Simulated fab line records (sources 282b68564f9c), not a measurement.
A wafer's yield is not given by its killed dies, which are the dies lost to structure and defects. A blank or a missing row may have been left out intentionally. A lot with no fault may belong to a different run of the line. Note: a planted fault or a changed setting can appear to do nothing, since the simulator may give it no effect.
fab line records / flow rit_cmos
record lots=14 wafers=42 last_day=8
route steps=202 shown NWELL@34 GATE@91 CONTACT@180
lots with no fault: from the same line, run without faults
start_h: start of the lot's first displayed wafer, in hours after the record's first day / wait_h: hours since the lot's step before / " unchanged from the row above / L1.1+2: a row that stands for several wafers / - either no value or no given start / * or withheld: withheld / < > ~ a bound
route shown NAME@n: names a module that has steps shown in the file, with the first one's number in the route / usual: mean/standard deviation taken from wafers without a fault / same: alike in all rows / chamber/n: place in a boat / sites: the reading at each site / _std_site: the values' standard deviation / _edge_site: mean of outer sites minus mean of inner sites / radius_mm: for every site, how far away it sits from the centre of the wafer / mask NAME#n: copy n / behind: the tool/chamber that last shaped the wafer / hold: why the lot went on hold/how many hours it stayed there/how the hold came to an end / device: which transistor (n, p or np) failed to switch / end of line: tests of these same wafers at the route's end / a step with no rows: only its recipe / killed: count of dies lost to structure and defects at first sort (not the wafer's yield) / map: a wafer's dies, x killed, . not, _ none there
set.NAME: setting as actually run; set.NAME@STEP: the setting as run at that earlier step / model.NAME: the simulator's own value behind a step, which no gauge read
the route's steps for a sample of lots (tables are steps, rows are wafers)
services: the hour from which a tool's chamber was out of use, counted from the record's first day as start_h (under 0 if before that day), plus the number of hours and why
## steps
# step RIT_NWELL_OVL_MEAS_06
# usual NWELL_OVL=-1.0/1.5
lot.wafer=L609.3 tool=overlay-01 chamber=- start_h=27.04 wait_h=- NWELL_OVL[nm]=-2.6
lot.wafer=L609.5 tool=overlay-01 chamber=- start_h=27.04 wait_h=- NWELL_OVL[nm]=-0.6
lot.wafer=L609.6 tool=overlay-01 chamber=- start_h=27.04 wait_h=- NWELL_OVL[nm]=-2.8
lot.wafer=L612.2 tool=overlay-02 chamber=- start_h=41.35 wait_h=- NWELL_OVL[nm]=-2.0
lot.wafer=L612.3 tool=overlay-02 chamber=- start_h=41.35 wait_h=- NWELL_OVL[nm]=-2.9
lot.wafer=L612.5 tool=overlay-02 chamber=- start_h=41.35 wait_h=- NWELL_OVL[nm]=-1.8
lot.wafer=L613.1 tool=overlay-02 chamber=- start_h=44.94 wait_h=- NWELL_OVL[nm]=-2.4
lot.wafer=L613.4 tool=overlay-02 chamber=- start_h=44.94 wait_h=- NWELL_OVL[nm]=-3.8
lot.wafer=L613.6 tool=overlay-02 chamber=- start_h=44.94 wait_h=- NWELL_OVL[nm]=-3.7
lot.wafer=L615.1 tool=overlay-02 chamber=- start_h=56.30 wait_h=- NWELL_OVL[nm]=-2.0
lot.wafer=L615.2 tool=overlay-02 chamber=- start_h=56.30 wait_h=- NWELL_OVL[nm]=-0.6
lot.wafer=L615.4 tool=overlay-02 chamber=- start_h=56.30 wait_h=- NWELL_OVL[nm]=-0.2
lot.wafer=L616.1 tool=overlay-01 chamber=- start_h=60.54 wait_h=- NWELL_OVL[nm]=-0.1
lot.wafer=L616.3 tool=overlay-01 chamber=- start_h=60.54 wait_h=- NWELL_OVL[nm]=-1.6
lot.wafer=L616.6 tool=overlay-01 chamber=- start_h=60.54 wait_h=- NWELL_OVL[nm]=-1.5
lot.wafer=L617.1 tool=overlay-01 chamber=- start_h=64.05 wait_h=- NWELL_OVL[nm]=-4.2
lot.wafer=L617.2 tool=overlay-01 chamber=- start_h=64.05 wait_h=- NWELL_OVL[nm]=-3.4
lot.wafer=L617.4 tool=overlay-01 chamber=- start_h=64.05 wait_h=- NWELL_OVL[nm]=-1.9
lot.wafer=L618.2 tool=overlay-02 chamber=- start_h=73.60 wait_h=- NWELL_OVL[nm]=0.1
lot.wafer=L618.4 tool=overlay-02 chamber=- start_h=73.60 wait_h=- NWELL_OVL[nm]=-0.3
lot.wafer=L618.6 tool=overlay-02 chamber=- start_h=73.60 wait_h=- NWELL_OVL[nm]=-0.9
lot.wafer=L619.3 tool=overlay-01 chamber=- start_h=74.16 wait_h=- NWELL_OVL[nm]=-1.7
lot.wafer=L619.4 tool=overlay-01 chamber=- start_h=74.16 wait_h=- NWELL_OVL[nm]=-1.6
lot.wafer=L619.5 tool=overlay-01 chamber=- start_h=74.16 wait_h=- NWELL_OVL[nm]=-1.9
lot.wafer=L624.1 tool=overlay-01 chamber=- start_h=97.42 wait_h=- NWELL_OVL[nm]=-2.1
lot.wafer=L624.4 tool=overlay-01 chamber=- start_h=97.42 wait_h=- NWELL_OVL[nm]=-0.6
lot.wafer=L624.5 tool=overlay-01 chamber=- start_h=97.42 wait_h=- NWELL_OVL[nm]=-1.6
lot.wafer=L627.3 tool=overlay-02 chamber=- start_h=116.30 wait_h=- NWELL_OVL[nm]=0.9
lot.wafer=L627.4 tool=overlay-02 chamber=- start_h=116.30 wait_h=- NWELL_OVL[nm]=0.9
lot.wafer=L627.5 tool=overlay-02 chamber=- start_h=116.30 wait_h=- NWELL_OVL[nm]=0.2
lot.wafer=L629.2 tool=overlay-02 chamber=- start_h=125.99 wait_h=- NWELL_OVL[nm]=-1.5
lot.wafer=L629.3 tool=overlay-02 chamber=- start_h=125.99 wait_h=- NWELL_OVL[nm]=-1.3
lot.wafer=L629.5 tool=overlay-02 chamber=- start_h=125.99 wait_h=- NWELL_OVL[nm]=0.8
lot.wafer=L630.2 tool=overlay-02 chamber=- start_h=129.32 wait_h=- NWELL_OVL[nm]=-0.8
lot.wafer=L630.5 tool=overlay-02 chamber=- start_h=129.32 wait_h=- NWELL_OVL[nm]=-2.3
lot.wafer=L630.6 tool=overlay-02 chamber=- start_h=129.32 wait_h=- NWELL_OVL[nm]=-2.8
lot.wafer=L631.3 tool=overlay-02 chamber=- start_h=133.47 wait_h=- NWELL_OVL[nm]=0.0
lot.wafer=L631.4 tool=overlay-02 chamber=- start_h=133.47 wait_h=- NWELL_OVL[nm]=-2.4
lot.wafer=L631.5 tool=overlay-02 chamber=- start_h=133.47 wait_h=- NWELL_OVL[nm]=-0.3
lot.wafer=L632.1 tool=overlay-01 chamber=- start_h=140.85 wait_h=- NWELL_OVL[nm]=-0.4
lot.wafer=L632.2 tool=overlay-01 chamber=- start_h=140.85 wait_h=- NWELL_OVL[nm]=0.1
lot.wafer=L632.3 tool=overlay-01 chamber=- start_h=140.85 wait_h=- NWELL_OVL[nm]=-0.2
# step RIT_WELLDRIVE_RS_MEAS_01
# recipe thk_meas_gauge=four-point-probe
# usual NWELL_RS=275.5/0.88
lot.wafer=L609.3 tool=film_metro-03 chamber=- start_h=35.19 wait_h=0.0 NWELL_RS[ohm/sq]=274.9
lot.wafer=L609.5 tool=film_metro-03 chamber=- start_h=35.19 wait_h=0.0 NWELL_RS[ohm/sq]=276.1
lot.wafer=L609.6 tool=film_metro-03 chamber=- start_h=35.19 wait_h=0.0 NWELL_RS[ohm/sq]=276.1
lot.wafer=L612.2 tool=film_metro-03 chamber=- start_h=48.95 wait_h=0.0 NWELL_RS[ohm/sq]=274.4
lot.wafer=L612.3 tool=film_metro-03 chamber=- start_h=48.95 wait_h=0.0 NWELL_RS[ohm/sq]=275.0
lot.wafer=L612.5 tool=film_metro-03 chamber=- start_h=48.95 wait_h=0.0 NWELL_RS[ohm/sq]=273.7
lot.wafer=L613.1 tool=film_metro-01 chamber=- start_h=53.15 wait_h=0.0 NWELL_RS[ohm/sq]=275.2
lot.wafer=L613.4 tool=film_metro-01 chamber=- start_h=53.15 wait_h=0.0 NWELL_RS[ohm/sq]=276.7
lot.wafer=L613.6 tool=film_metro-01 chamber=- start_h=53.15 wait_h=0.0 NWELL_RS[ohm/sq]=275.8
lot.wafer=L615.1 tool=film_metro-03 chamber=- start_h=64.05 wait_h=0.0 NWELL_RS[ohm/sq]=276.0
lot.wafer=L615.2 tool=film_metro-03 chamber=- start_h=64.05 wait_h=0.0 NWELL_RS[ohm/sq]=276.7
lot.wafer=L615.4 tool=film_metro-03 chamber=- start_h=64.05 wait_h=0.0 NWELL_RS[ohm/sq]=275.2
lot.wafer=L616.1 tool=film_metro-03 chamber=- start_h=70.21 wait_h=0.0 NWELL_RS[ohm/sq]=275.4
lot.wafer=L616.3 tool=film_metro-03 chamber=- start_h=70.21 wait_h=0.0 NWELL_RS[ohm/sq]=276.0
lot.wafer=L616.6 tool=film_metro-03 chamber=- start_h=70.21 wait_h=0.0 NWELL_RS[ohm/sq]=275.9
lot.wafer=L617.1 tool=film_metro-02 chamber=- start_h=73.85 wait_h=0.0 NWELL_RS[ohm/sq]=274.9
lot.wafer=L617.2 tool=film_metro-02 chamber=- start_h=73.85 wait_h=0.0 NWELL_RS[ohm/sq]=276.5
lot.wafer=L617.4 tool=film_metro-02 chamber=- start_h=73.85 wait_h=0.0 NWELL_RS[ohm/sq]=275.3
lot.wafer=L618.2 tool=film_metro-03 chamber=- start_h=81.57 wait_h=0.0 NWELL_RS[ohm/sq]=276.7
lot.wafer=L618.4 tool=film_metro-03 chamber=- start_h=81.57 wait_h=0.0 NWELL_RS[ohm/sq]=276.7
lot.wafer=L618.6 tool=film_metro-03 chamber=- start_h=81.57 wait_h=0.0 NWELL_RS[ohm/sq]=276.9
lot.wafer=L619.3 tool=film_metro-01 chamber=- start_h=82.45 wait_h=0.0 NWELL_RS[ohm/sq]=275.9
lot.wafer=L619.4 tool=film_metro-01 chamber=- start_h=82.45 wait_h=0.0 NWELL_RS[ohm/sq]=275.7
lot.wafer=L619.5 tool=film_metro-01 chamber=- start_h=82.45 wait_h=0.0 NWELL_RS[ohm/sq]=276.0
lot.wafer=L624.1 tool=film_metro-03 chamber=- start_h=105.04 wait_h=0.0 NWELL_RS[ohm/sq]=276.3
lot.wafer=L624.4 tool=film_metro-03 chamber=- start_h=105.04 wait_h=0.0 NWELL_RS[ohm/sq]=276.8
lot.wafer=L624.5 tool=film_metro-03 chamber=- start_h=105.04 wait_h=0.0 NWELL_RS[ohm/sq]=276.2
lot.wafer=L627.3 tool=film_metro-01 chamber=- start_h=125.54 wait_h=0.0 NWELL_RS[ohm/sq]=273.9
lot.wafer=L627.4 tool=film_metro-01 chamber=- start_h=125.54 wait_h=0.0 NWELL_RS[ohm/sq]=274.1
lot.wafer=L627.5 tool=film_metro-01 chamber=- start_h=125.54 wait_h=0.0 NWELL_RS[ohm/sq]=274.1
lot.wafer=L629.2 tool=film_metro-03 chamber=- start_h=133.78 wait_h=0.0 NWELL_RS[ohm/sq]=275.5
lot.wafer=L629.3 tool=film_metro-03 chamber=- start_h=133.78 wait_h=0.0 NWELL_RS[ohm/sq]=275.0
lot.wafer=L629.5 tool=film_metro-03 chamber=- start_h=133.78 wait_h=0.0 NWELL_RS[ohm/sq]=275.4
lot.wafer=L630.2 tool=film_metro-01 chamber=- start_h=138.86 wait_h=0.0 NWELL_RS[ohm/sq]=273.8
lot.wafer=L630.5 tool=film_metro-01 chamber=- start_h=138.86 wait_h=0.0 NWELL_RS[ohm/sq]=273.5
lot.wafer=L630.6 tool=film_metro-01 chamber=- start_h=138.86 wait_h=0.0 NWELL_RS[ohm/sq]=273.9
lot.wafer=L631.3 tool=film_metro-01 chamber=- start_h=140.94 wait_h=0.0 NWELL_RS[ohm/sq]=275.8
lot.wafer=L631.4 tool=film_metro-01 chamber=- start_h=140.94 wait_h=0.0 NWELL_RS[ohm/sq]=275.1
lot.wafer=L631.5 tool=film_metro-01 chamber=- start_h=140.94 wait_h=0.0 NWELL_RS[ohm/sq]=275.2
lot.wafer=L632.1 tool=film_metro-03 chamber=- start_h=149.81 wait_h=0.0 NWELL_RS[ohm/sq]=277.4
lot.wafer=L632.2 tool=film_metro-03 chamber=- start_h=149.81 wait_h=0.0 NWELL_RS[ohm/sq]=276.4
lot.wafer=L632.3 tool=film_metro-03 chamber=- start_h=149.81 wait_h=0.0 NWELL_RS[ohm/sq]=277.1
# step RIT_GATE_DEVELOP_15
# recipe resist=NOVOLAK develop_time_s=50 dev_temp_c=23
# usual chill_plate_temp_C=23.00/0.11 develop_time_s=50/0 resist_line_temp_C=23.00/0.1
lot.wafer=L609.3 tool=litho_track-01 chamber=0 start_h=47 wait_h=- chill_plate_temp_C=22.87 develop_time_s=50 resist_line_temp_C=22.99
lot.wafer=L609.5 tool=litho_track-01 chamber=0 start_h=48 wait_h=- chill_plate_temp_C=22.96 develop_time_s=50 resist_line_temp_C=22.87
lot.wafer=L609.6 tool=litho_track-01 chamber=0 start_h=48 wait_h=- chill_plate_temp_C=22.93 develop_time_s=50 resist_line_temp_C=22.95
lot.wafer=L612.2 tool=litho_track-04 chamber=0 start_h=61 wait_h=- chill_plate_temp_C=23.01 develop_time_s=50 resist_line_temp_C=23.05
lot.wafer=L612.3 tool=litho_track-04 chamber=0 start_h=61 wait_h=- chill_plate_temp_C=22.99 develop_time_s=50 resist_line_temp_C=22.94
lot.wafer=L612.5 tool=litho_track-04 chamber=0 start_h=61 wait_h=- chill_plate_temp_C=23.16 develop_time_s=50 resist_line_temp_C=23.03
lot.wafer=L613.1 tool=litho_track-01 chamber=0 start_h=63 wait_h=- chill_plate_temp_C=22.91 develop_time_s=50 resist_line_temp_C=22.94
lot.wafer=L613.4 tool=litho_track-01 chamber=0 start_h=63 wait_h=- chill_plate_temp_C=22.97 develop_time_s=50 resist_line_temp_C=23.13
lot.wafer=L613.6 tool=litho_track-01 chamber=0 start_h=63 wait_h=- chill_plate_temp_C=22.95 develop_time_s=50 resist_line_temp_C=23.00
lot.wafer=L615.1 tool=litho_track-04 chamber=0 start_h=74 wait_h=- chill_plate_temp_C=22.91 develop_time_s=50 resist_line_temp_C=22.98
lot.wafer=L615.2 tool=litho_track-04 chamber=0 start_h=74 wait_h=- chill_plate_temp_C=22.99 develop_time_s=50 resist_line_temp_C=23.01
lot.wafer=L615.4 tool=litho_track-04 chamber=0 start_h=74 wait_h=- chill_plate_temp_C=23.20 develop_time_s=50 resist_line_temp_C=23.15
lot.wafer=L616.1 tool=litho_track-04 chamber=0 start_h=79 wait_h=- chill_plate_temp_C=22.90 develop_time_s=50 resist_line_temp_C=22.92
lot.wafer=L616.3 tool=litho_track-04 chamber=0 start_h=79 wait_h=- chill_plate_temp_C=22.96 develop_time_s=50 resist_line_temp_C=22.90
lot.wafer=L616.6 tool=litho_track-04 chamber=0 start_h=79 wait_h=- chill_plate_temp_C=22.83 develop_time_s=50 resist_line_temp_C=22.99
lot.wafer=L617.1 tool=litho_track-02 chamber=0 start_h=87 wait_h=- chill_plate_temp_C=23.09 develop_time_s=50 resist_line_temp_C=22.86
lot.wafer=L617.2 tool=litho_track-02 chamber=0 start_h=87 wait_h=- chill_plate_temp_C=23.08 develop_time_s=50 resist_line_temp_C=23.10
lot.wafer=L617.4 tool=litho_track-02 chamber=0 start_h=87 wait_h=- chill_plate_temp_C=23.13 develop_time_s=50 resist_line_temp_C=23.12
lot.wafer=L618.2 tool=litho_track-04 chamber=- start_h=91 wait_h=- chill_plate_temp_C=- develop_time_s=- resist_line_temp_C=-
lot.wafer=L618.4 tool=litho_track-04 chamber=- start_h=91 wait_h=- chill_plate_temp_C=- develop_time_s=- resist_line_temp_C=-
lot.wafer=L618.6 tool=litho_track-04 chamber=- start_h=91 wait_h=- chill_plate_temp_C=- develop_time_s=- resist_line_temp_C=-
lot.wafer=L619.3 tool=litho_track-01 chamber=- start_h=92 wait_h=- chill_plate_temp_C=- develop_time_s=- resist_line_temp_C=-
lot.wafer=L619.4 tool=litho_track-01 chamber=- start_h=92 wait_h=- chill_plate_temp_C=- develop_time_s=- resist_line_temp_C=-
lot.wafer=L619.5 tool=litho_track-01 chamber=- start_h=93 wait_h=- chill_plate_temp_C=- develop_time_s=- resist_line_temp_C=-
lot.wafer=L624.1 tool=litho_track-01 chamber=0 start_h=119 wait_h=- chill_plate_temp_C=23.10 develop_time_s=50 resist_line_temp_C=22.95
lot.wafer=L624.4 tool=litho_track-01 chamber=0 start_h=119 wait_h=- chill_plate_temp_C=23.07 develop_time_s=50 resist_line_temp_C=22.98
lot.wafer=L624.5 tool=litho_track-01 chamber=0 start_h=119 wait_h=- chill_plate_temp_C=22.99 develop_time_s=50 resist_line_temp_C=23.04
lot.wafer=L627.3 tool=litho_track-02 chamber=0 start_h=137 wait_h=- chill_plate_temp_C=23.00 develop_time_s=50 resist_line_temp_C=23.04
lot.wafer=L627.4 tool=litho_track-02 chamber=0 start_h=137 wait_h=- chill_plate_temp_C=22.92 develop_time_s=50 resist_line_temp_C=22.82
lot.wafer=L627.5 tool=litho_track-02 chamber=0 start_h=137 wait_h=- chill_plate_temp_C=22.95 develop_time_s=50 resist_line_temp_C=22.91
lot.wafer=L629.2 tool=litho_track-02 chamber=0 start_h=143 wait_h=- chill_plate_temp_C=23.05 develop_time_s=50 resist_line_temp_C=22.99
lot.wafer=L629.3 tool=litho_track-02 chamber=0 start_h=143 wait_h=- chill_plate_temp_C=23.03 develop_time_s=50 resist_line_temp_C=23.14
lot.wafer=L629.5 tool=litho_track-02 chamber=0 start_h=144 wait_h=- chill_plate_temp_C=23.09 develop_time_s=50 resist_line_temp_C=23.14
lot.wafer=L630.2 tool=litho_track-02 chamber=0 start_h=148 wait_h=- chill_plate_temp_C=22.96 develop_time_s=50 resist_line_temp_C=23.07
lot.wafer=L630.5 tool=litho_track-02 chamber=0 start_h=149 wait_h=- chill_plate_temp_C=23.07 develop_time_s=50 resist_line_temp_C=22.83
lot.wafer=L630.6 tool=litho_track-02 chamber=0 start_h=149 wait_h=- chill_plate_temp_C=22.86 develop_time_s=50 resist_line_temp_C=22.95
lot.wafer=L631.3 tool=litho_track-01 chamber=0 start_h=152 wait_h=- chill_plate_temp_C=23.09 develop_time_s=50 resist_line_temp_C=23.03
lot.wafer=L631.4 tool=litho_track-01 chamber=0 start_h=152 wait_h=- chill_plate_temp_C=23.00 develop_time_s=50 resist_line_temp_C=23.01
lot.wafer=L631.5 tool=litho_track-01 chamber=0 start_h=152 wait_h=- chill_plate_temp_C=22.96 develop_time_s=50 resist_line_temp_C=23.05
lot.wafer=L632.1 tool=litho_track-04 chamber=0 start_h=161 wait_h=- chill_plate_temp_C=22.90 develop_time_s=50 resist_line_temp_C=23.00
lot.wafer=L632.2 tool=litho_track-04 chamber=0 start_h=161 wait_h=- chill_plate_temp_C=23.13 develop_time_s=50 resist_line_temp_C=23.29
lot.wafer=L632.3 tool=litho_track-04 chamber=0 start_h=161 wait_h=- chill_plate_temp_C=23.06 develop_time_s=50 resist_line_temp_C=23.10
# step RIT_CONTACT_STRIP_12
# recipe chemistry=O2 time_s=180 resist=NOVOLAK platen_temp_c=withheld power_w=500 pressure_mtorr=4000 o2_flow_sccm=4000
# usual drypump_motor_current_A=5.8/0.45
lot.wafer=L609.3 tool=plasma_asher-03 chamber=0 start_h=64.69 wait_h=0.2 drypump_motor_current_A=6.4 rf_hours_counter_h=-
lot.wafer=L609.5 tool=plasma_asher-03 chamber=0 start_h=64.69 wait_h=0.2 drypump_motor_current_A=6.4 rf_hours_counter_h=-
lot.wafer=L609.6 tool=plasma_asher-03 chamber=1 start_h=64.69 wait_h=0.2 drypump_motor_current_A=6.3 rf_hours_counter_h=-
lot.wafer=L612.2 tool=plasma_asher-02 chamber=1 start_h=79.90 wait_h=0.1 drypump_motor_current_A=5.3 rf_hours_counter_h=41
lot.wafer=L612.3 tool=plasma_asher-02 chamber=0 start_h=79.90 wait_h=0.1 drypump_motor_current_A=6.1 rf_hours_counter_h=-
lot.wafer=L612.5 tool=plasma_asher-02 chamber=0 start_h=79.90 wait_h=0.1 drypump_motor_current_A=6.1 rf_hours_counter_h=-
lot.wafer=L613.1 tool=plasma_asher-03 chamber=0 start_h=80.12 wait_h=0.1 drypump_motor_current_A=6.4 rf_hours_counter_h=43
lot.wafer=L613.4 tool=plasma_asher-03 chamber=1 start_h=80.12 wait_h=0.1 drypump_motor_current_A=6.4 rf_hours_counter_h=-
lot.wafer=L613.6 tool=plasma_asher-03 chamber=1 start_h=80.12 wait_h=0.1 drypump_motor_current_A=6.4 rf_hours_counter_h=-
lot.wafer=L615.1 tool=plasma_asher-03 chamber=1 start_h=91.03 wait_h=0.1 drypump_motor_current_A=6.4 rf_hours_counter_h=44
lot.wafer=L615.2 tool=plasma_asher-03 chamber=0 start_h=91.03 wait_h=0.1 drypump_motor_current_A=6.4 rf_hours_counter_h=44
lot.wafer=L615.4 tool=plasma_asher-03 chamber=1 start_h=91.03 wait_h=0.1 drypump_motor_current_A=6.4 rf_hours_counter_h=-
lot.wafer=L616.1 tool=plasma_asher-02 chamber=0 start_h=96.64 wait_h=0.1 drypump_motor_current_A=6.1 rf_hours_counter_h=43
lot.wafer=L616.3 tool=plasma_asher-02 chamber=1 start_h=96.64 wait_h=0.1 drypump_motor_current_A=5.3 rf_hours_counter_h=-
lot.wafer=L616.6 tool=plasma_asher-02 chamber=0 start_h=96.64 wait_h=0.1 drypump_motor_current_A=6.1 rf_hours_counter_h=-
lot.wafer=L617.1 tool=plasma_asher-03 chamber=1 start_h=103.23 wait_h=0.1 drypump_motor_current_A=6.4 rf_hours_counter_h=46
lot.wafer=L617.2 tool=plasma_asher-03 chamber=0 start_h=103.23 wait_h=0.1 drypump_motor_current_A=6.4 rf_hours_counter_h=46
lot.wafer=L617.4 tool=plasma_asher-03 chamber=0 start_h=103.23 wait_h=0.1 drypump_motor_current_A=6.4 rf_hours_counter_h=-
lot.wafer=L624.1 tool=plasma_asher-02 chamber=0 start_h=136.22 wait_h=0.1 drypump_motor_current_A=6.1 rf_hours_counter_h=47
lot.wafer=L624.4 tool=plasma_asher-02 chamber=1 start_h=136.22 wait_h=0.1 drypump_motor_current_A=5.3 rf_hours_counter_h=-
lot.wafer=L624.5 tool=plasma_asher-02 chamber=0 start_h=136.22 wait_h=0.1 drypump_motor_current_A=6.1 rf_hours_counter_h=-
lot.wafer=L627.3 tool=plasma_asher-01 chamber=1 start_h=154.13 wait_h=0.2 drypump_motor_current_A=5.5 rf_hours_counter_h=-
lot.wafer=L627.4 tool=plasma_asher-01 chamber=0 start_h=154.13 wait_h=0.2 drypump_motor_current_A=5.4 rf_hours_counter_h=-
lot.wafer=L627.5 tool=plasma_asher-01 chamber=0 start_h=154.13 wait_h=0.2 drypump_motor_current_A=5.4 rf_hours_counter_h=-
lot.wafer=L629.2 tool=plasma_asher-01 chamber=0 start_h=161.30 wait_h=0.1 drypump_motor_current_A=5.4 rf_hours_counter_h=36
lot.wafer=L629.3 tool=plasma_asher-01 chamber=0 start_h=161.30 wait_h=0.1 drypump_motor_current_A=5.4 rf_hours_counter_h=-
lot.wafer=L629.5 tool=plasma_asher-01 chamber=1 start_h=161.30 wait_h=0.1 drypump_motor_current_A=5.6 rf_hours_counter_h=-
lot.wafer=L630.2 tool=plasma_asher-02 chamber=1 start_h=165.12 wait_h=0.1 drypump_motor_current_A=5.3 rf_hours_counter_h=51
lot.wafer=L630.5 tool=plasma_asher-02 chamber=1 start_h=165.12 wait_h=0.1 drypump_motor_current_A=5.2 rf_hours_counter_h=-
lot.wafer=L630.6 tool=plasma_asher-02 chamber=0 start_h=165.12 wait_h=0.1 drypump_motor_current_A=6.1 rf_hours_counter_h=-
lot.wafer=L631.3 tool=plasma_asher-02 chamber=0 start_h=170.07 wait_h=0.2 drypump_motor_current_A=6.1 rf_hours_counter_h=-
lot.wafer=L631.4 tool=plasma_asher-02 chamber=1 start_h=170.07 wait_h=0.2 drypump_motor_current_A=5.2 rf_hours_counter_h=-
lot.wafer=L631.5 tool=plasma_asher-02 chamber=0 start_h=170.07 wait_h=0.2 drypump_motor_current_A=6.1 rf_hours_counter_h=-
lot.wafer=L632.1 tool=plasma_asher-02 chamber=0 start_h=176.50 wait_h=0.1 drypump_motor_current_A=6.1 rf_hours_counter_h=52
lot.wafer=L632.2 tool=plasma_asher-02 chamber=1 start_h=176.50 wait_h=0.1 drypump_motor_current_A=5.3 rf_hours_counter_h=52
lot.wafer=L632.3 tool=plasma_asher-02 chamber=0 start_h=176.50 wait_h=0.1 drypump_motor_current_A=6.1 rf_hours_counter_h=-
## services
tool=plasma_asher-01 chamber=- start_h=34.36 hours=1.2 kind=repair
tool=plasma_asher-02 chamber=- start_h=105.30 hours=1.3 kind=repair
tool=plasma_asher-03 chamber=- start_h=144.51 hours=2.1 kind=repair
## key
first_sign step=RIT_GATE_DEVELOP_15 reading=tool_record direction=missing
effect none on later readings
met_at RIT_GATE_DEVELOP_15
struck_lots L618,L619
later_rows_left_out L618.2,L618.4,L618.6,L619.3,L619.4,L619.5
sort_left_out L618.2,L618.4,L618.6,L619.3,L619.4,L619.5
tester_left_out L618,L619
not_acting_at RIT_NWELL_OVL_MEAS_06,RIT_WELLDRIVE_RS_MEAS_01,RIT_CONTACT_STRIP_12
onset_between 79 91
fault kind=skipped_step_whole tool=litho_track-01,litho_track-04 chamber=- onset_h=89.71 steps=RIT_GATE_DEVELOP_15 scope=struck_lots_only
# tester_left_out: of these lots the tester's yield and bins aren't shown, on N5 and GAA mostly nor the transistor test; their killed dies are dies lost to structure and defects alone, not to doping, threshold or leakage, so they don't give the yield
# sort_left_out: the simulated sort isn't trusted on such a fault, so these wafers' sort isn't shown, and their yield isn't known
# later_rows_left_out: the simulator's readings of these wafers behind a module that went badly wrong aren't trusted and aren't shown, but for the sort
